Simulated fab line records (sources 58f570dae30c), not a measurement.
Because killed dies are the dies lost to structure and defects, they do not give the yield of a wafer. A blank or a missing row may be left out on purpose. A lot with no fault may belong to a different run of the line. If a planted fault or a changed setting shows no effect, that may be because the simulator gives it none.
Problem report, 8D (eight disciplines) form, completed by code ; flow berkeley cmos170 ; the parts of the form that need people (team, actions taken, sign-off) are left out

== 1. THE ISSUE ==
START_OXIDE_THK at UCB170_START_THK_MEAS_03 reads a mean of 25.9 nm on 6 wafers of 2 lots; wafers without a fault read 20.1 nm with a standard deviation of 0.37. Relative to the usual mean, that is a shift of +16 standard deviations.
First seen on wafer L345.2, day 5 14:38, on film metro-02. The record holds 42 wafers of 14 lots with a number at this step. Rule for "out", or "out of limits": more than 4 standard deviations from the usual mean. The other wafers with a number count as sound.

== 2. WHAT THIS IS AND IS NOT ==
question;is;is not
which readings at this step;START_OXIDE_THK;-
which lots;L345, L346;L326, L328, L330, L331, L332, L333, L335, L336, L337, L338, L347, L349
which wafers of those lots;all that have a number;-
read on which gauges;film metro-02, film metro-03;film metro-04
when;from day 5 14:38;"up to then (30 sound wafers); but 6 sound wafers of L347, L349 came after"

== 3. THE SUSPECTS, EACH WITH WHAT RULES IT OUT ==
Counting: a tool at a process step up to the reading stays a suspect if it ran every lot that is out and no sound lot after the first of them.
- the gauge at UCB170_START_THK_MEAS_03 is ruled out. 2 gauges (film metro-02, film metro-03) read the wafers that are out.
- furnace-01 at UCB170_START_OXIDATION_02 (target thk 20 nm, ox time 1800 s): kept. It processed each lot that is out, first L345 at day 5 13:08, and no sound lot thereafter; up to then, the last sound lot it processed was L338 at day 4 00:13.
The count leaves furnace-01 at UCB170_START_OXIDATION_02.

== 4. THE CAUSE (what the simulator had put in) ==
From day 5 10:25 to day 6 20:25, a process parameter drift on furnace-01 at UCB170_START_OXIDATION_02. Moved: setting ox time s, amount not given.
After counting, this tool was the only one left.

== 5. THE EFFECT CHAIN, in route order ==
One row per reading whose mean, taken over the struck wafers that have a number, lies over 3 standard deviations from the usual. Readings are gone through only where the record gives a usual standard deviation; hours: the median, over the lots, of the time from a lot's start at the first step in this table giving one to that lot's start at this step; sigmas: the change measured in usual standard deviations.
hours;step;reading;usual;on struck wafers;change;sigmas
0;UCB170_START_THK_MEAS_03;START_OXIDE_THK;20.1 nm;25.9;+5.8;+16
At these later measuring or inspecting steps, every struck wafer for which the step has a row has a number for every such reading, and none has moved that far: UCB170_PFIELD_OVL_MEAS_06, UCB170_PLDD_CD_MEAS_06.

== 6. WHAT WOULD HAVE CAUGHT IT SOONER ==
In this record the first reading out of limits at a measuring or inspecting step was taken at day 5 14:38, 4 hours after the fault began at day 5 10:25.
Among the 2 lots that are out, L346 began UCB170_START_OXIDATION_02 on furnace-01 after day 5 14:38. Holding the tool at that time would have saved it.
